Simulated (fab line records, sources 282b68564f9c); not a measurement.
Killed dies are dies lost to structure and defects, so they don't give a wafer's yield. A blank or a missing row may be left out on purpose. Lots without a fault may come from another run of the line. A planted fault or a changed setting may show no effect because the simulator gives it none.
Which tool did it? | flow rit_cmos | 15 lots, 45 wafers sampled, at 3 steps of a route of 202

WHAT THE GAUGES READ, wafer by wafer
RIT_M1_OVL_MEAS_10.
lot  | measured    | on         | M1_OVL (nm)
L173 | day 3 13:39 | overlay-02 | -0.8 -0.8 0.8
L174 | day 3 18:28 | overlay-01 | -0.6 -0.1 0.4
L175 | day 4 01:41 | overlay-02 | 2.9 0.8 2.1
L177 | day 4 07:15 | overlay-01 | 2.5 1.8 1.6
L178 | day 4 16:00 | overlay-01 | 1.9 3.1 2.4
L179 | day 4 22:44 | overlay-01 | -0.3 -0.3 1.0
L180 | day 5 03:43 | overlay-02 | -0.1 -0.3 2.4
L182 | day 5 11:01 | overlay-01 | -0.8 0.6 0.2
L183 | day 5 23:43 | overlay-02 | -0.4 -0.5 -0.6
L184 | day 6 02:48 | overlay-01 | -1.6 3.1 1.0
L186 | day 6 08:02 | overlay-02 | -0.1 2.0 1.4
L195 | day 8 01:20 | overlay-01 | 0.2 2.1 1.5

WHICH TOOL RAN EACH LOT (tool, then ch and the chambers of the sampled wafers, then the start)
lot  | RIT_CONTACT_STRIP_12                | RIT_M1_SPUTTER_00
L173 | plasma_asher-01 ch 0, day 3 11:24   | pvd_sputter-03, day 3 12:03
L174 | plasma_asher-01 ch 0,1, day 3 16:12 | pvd_sputter-04, day 3 16:51
L175 | plasma_asher-03 ch 0,1, day 3 23:34 | pvd_sputter-03, day 4 00:13
L177 | plasma_asher-01 ch 0,1, day 4 04:53 | pvd_sputter-03, day 4 05:38
L178 | plasma_asher-04 ch 0,1, day 4 13:49 | pvd_sputter-04, day 4 14:29
L179 | plasma_asher-01 ch 0,1, day 4 20:19 | pvd_sputter-03, day 4 20:59
L180 | plasma_asher-03 ch 0,1, day 5 01:28 | pvd_sputter-01, day 5 02:07
L182 | plasma_asher-03 ch 0, day 5 08:44   | pvd_sputter-04, day 5 09:23
L183 | plasma_asher-01 ch 0,1, day 5 21:27 | pvd_sputter-03, day 5 22:07
L184 | plasma_asher-01 ch 0,1, day 6 00:27 | pvd_sputter-01, day 6 01:06
L186 | plasma_asher-04 ch 0,1, day 6 05:58 | pvd_sputter-04, day 6 06:32
L192 | plasma_asher-04 ch 0,1, day 7 10:14 | -
L193 | plasma_asher-01 ch 1, day 7 13:47   | -
L194 | plasma_asher-03 ch 0, day 7 18:44   | -
L195 | plasma_asher-03 ch 0,1, day 7 23:05 | pvd_sputter-01, day 7 23:44
- RIT_CONTACT_STRIP_12: strips in O2, time 180 s.
- RIT_M1_SPUTTER_00: material Al, target thk 400 nm, time 475.9 s.

WHAT THE TOOLS THEMSELVES READ (means of the sampled wafers that have a number; where no wafer has one, the mark that the record gives instead)
RIT_CONTACT_STRIP_12.
lot  | tool            | chamber_pressure_mTorr (mTorr) | drypump_motor_current_A (A)
L173 | plasma_asher-01 | 3999                           | 5.9
L174 | plasma_asher-01 | 4002                           | 5.2
L175 | plasma_asher-03 | 4001                           | 5.6
L177 | plasma_asher-01 | 3998                           | 5.2
L178 | plasma_asher-04 | 4001                           | 5.5
L179 | plasma_asher-01 | 4004                           | 5.2
L180 | plasma_asher-03 | 4001                           | 5.6
L182 | plasma_asher-03 | 4004                           | 5.7
L183 | plasma_asher-01 | 4001                           | 5.2
L184 | plasma_asher-01 | 3999                           | 5.6
L186 | plasma_asher-04 | 4002                           | 5.5
L192 | plasma_asher-04 | -                              | -
L193 | plasma_asher-01 | -                              | -
L194 | plasma_asher-03 | -                              | -
L195 | plasma_asher-03 | 3999                           | 5.7

RIT_M1_SPUTTER_00.
lot  | tool           | chamber_pressure_pa (Pa) | throttle_valve_pct (%)
L173 | pvd_sputter-03 | 0.4000                   | 29.2
L174 | pvd_sputter-04 | 0.3991                   | 30.9
L175 | pvd_sputter-03 | 0.4006                   | 29.0
L177 | pvd_sputter-03 | 0.3995                   | 28.9
L178 | pvd_sputter-04 | 0.4003                   | 30.2
L179 | pvd_sputter-03 | 0.3996                   | 29.2
L180 | pvd_sputter-01 | 0.4000                   | 30.3
L182 | pvd_sputter-04 | 0.4003                   | 30.5
L183 | pvd_sputter-03 | 0.3996                   | 29.6
L184 | pvd_sputter-01 | 0.3994                   | 30.1
L186 | pvd_sputter-04 | 0.3996                   | 30.4
L195 | pvd_sputter-01 | 0.4000                   | 30.3

THE ANSWER, worked out from the rows above alone
Rule: what is usual is taken from the lots themselves. Put in order of their means at a reading, lots are off if they are a third of the lots or fewer, leave a main group of 4 or more, and stand apart from it by a gap of 3 or more times the standard deviation of the main group's means; of several such gaps the widest counts. A main group whose means are all the same, to the digits that the tables above print for the reading, isn't used. A lot without any number at a reading at which 4 lots or more have one is off too. The other lots that the step has rows for count as sound. The gauges are gone through in route order, then the tools' own readings, and for those a lot's mean is taken as printed above. The first step at which some lot is off is used, and at that step the reading that is off furthest; a lot without a number counts as furthest.
Off: L192, L193, L194, at RIT_CONTACT_STRIP_12 (chamber_pressure_mTorr). Without a number there: L192, L193, L194. The main group: mean 4001 mTorr, standard deviation 1.8.
A tool fits if, at that step or a process step before it, it ran every lot that is off, and no sound lot after the first of them. None of those tried fits.

WHAT THE SIMULATOR HAD PUT IN
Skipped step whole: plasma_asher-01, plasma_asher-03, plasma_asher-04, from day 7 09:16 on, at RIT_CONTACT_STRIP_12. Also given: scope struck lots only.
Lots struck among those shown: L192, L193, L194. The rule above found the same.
